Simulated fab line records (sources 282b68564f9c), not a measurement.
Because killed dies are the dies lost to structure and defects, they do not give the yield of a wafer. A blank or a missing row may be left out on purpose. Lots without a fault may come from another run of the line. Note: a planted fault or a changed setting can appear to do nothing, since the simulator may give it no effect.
A single fault, viewed from 2 desks || flow ritCmos || each desk holds nothing but its own numbers, with what lay behind them at the end

THE METROLOGY DESK
Means of the sampled wafers that have a number, per lot and without regard to the tool the lot ran on: this is what the gauges read. A lot is out of limits, marked OUT, if its mean lies more than 4 standard deviations from the usual mean; the brackets give that distance.
Columns: A = NSD_TW at RIT_NSD_TW_MEAS_10, usual 3135; B = NSD_RS at RIT_SDANNEAL_RS_MEAS_05, usual 84.51 ohm/sq
{"lot": "L374", "first seen here": "day 2 23:22", "A": 3142, "B": 84.34}
{"lot": "L376", "first seen here": "day 3 11:15", "A": 3140, "B": 84.36}
{"lot": "L381", "first seen here": "day 4 10:04", "A": 3135, "B": 84.72}
{"lot": "L382", "first seen here": "day 4 16:13", "A": 3129, "B": 84.68}
{"lot": "L387", "first seen here": "day 5 18:45", "A": "30 (-99 or more) OUT", "B": "132.73 (+99 or more) OUT"}
{"lot": "L388", "first seen here": "day 5 23:50", "A": "30 (-99 or more) OUT", "B": "132.92 (+99 or more) OUT"}
{"lot": "L390", "first seen here": "day 6 08:34", "A": 3134, "B": 84.47}
{"lot": "L391", "first seen here": "day 6 14:05", "A": 3145, "B": 84.42}
{"lot": "L392", "first seen here": "day 6 17:53", "A": 3135, "B": 84.29}
{"lot": "L393", "first seen here": "day 6 23:40", "A": 3142, "B": 84.24}
{"lot": "L394", "first seen here": "day 7 04:04", "A": 3121, "B": 85.12}
{"lot": "L395", "first seen here": "day 7 09:39", "A": 3147, "B": 84.55}
{"lot": "L396", "first seen here": "day 7 14:24", "A": 3139, "B": 84.07}
{"lot": "L397", "first seen here": "day 7 18:52", "A": 3142, "B": 84.54}
Finding of this desk: L387, L388 out of limits, first seen on L387 at day 5 18:45 (NSD_TW at RIT_NSD_TW_MEAS_10). L374, L376, L381, L382, L390, L391, L392, L393, L394, L395, L396, L397: within limits.

TOOL OWNER'S DESK, implanter-02
RIT_NSD_IMPLANT_08, tool's own readings: per-lot mean of the sampled wafers with a number, covering each lot this tool ran. A lot is out of limits, marked OUT, if its mean lies more than 4 standard deviations from the usual mean; the brackets give that distance.
Columns: A = beamEnergyKeV at RIT_NSD_IMPLANT_08, usual 25.001; B = beamOnS at RIT_NSD_IMPLANT_08, usual 10.00 s
{"lot": "L382", "first seen here": "day 4 15:53", "A": 25.000, "B": 10.13}
{"lot": "L391", "first seen here": "day 6 13:46", "A": 24.992, "B": 10.13}
{"lot": "L392", "first seen here": "day 6 17:35", "A": 25.009, "B": 10.07}
{"lot": "L393", "first seen here": "day 6 23:20", "A": 25.006, "B": 10.20}
{"lot": "L397", "first seen here": "day 7 18:33", "A": 25.000, "B": 9.86}
This desk's verdict: no lot among the 5 shows anything out of limits.

PUT TOGETHER
Metrology desk: alarm possible at day 5 18:45 on L387, L388.
The desk of the tool owner found nothing out of limits.
The tool owner's desk has no number on record for L387, L388.
Of the lots named, all ran RIT_NSD_IMPLANT_08 on implanter-02.

WHAT THE SIMULATOR PUT IN
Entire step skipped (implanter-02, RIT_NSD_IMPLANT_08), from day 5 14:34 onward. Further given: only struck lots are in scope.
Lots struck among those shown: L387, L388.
Hours from the fault's start to each desk's first reading out of limits: the metrology desk, 4.
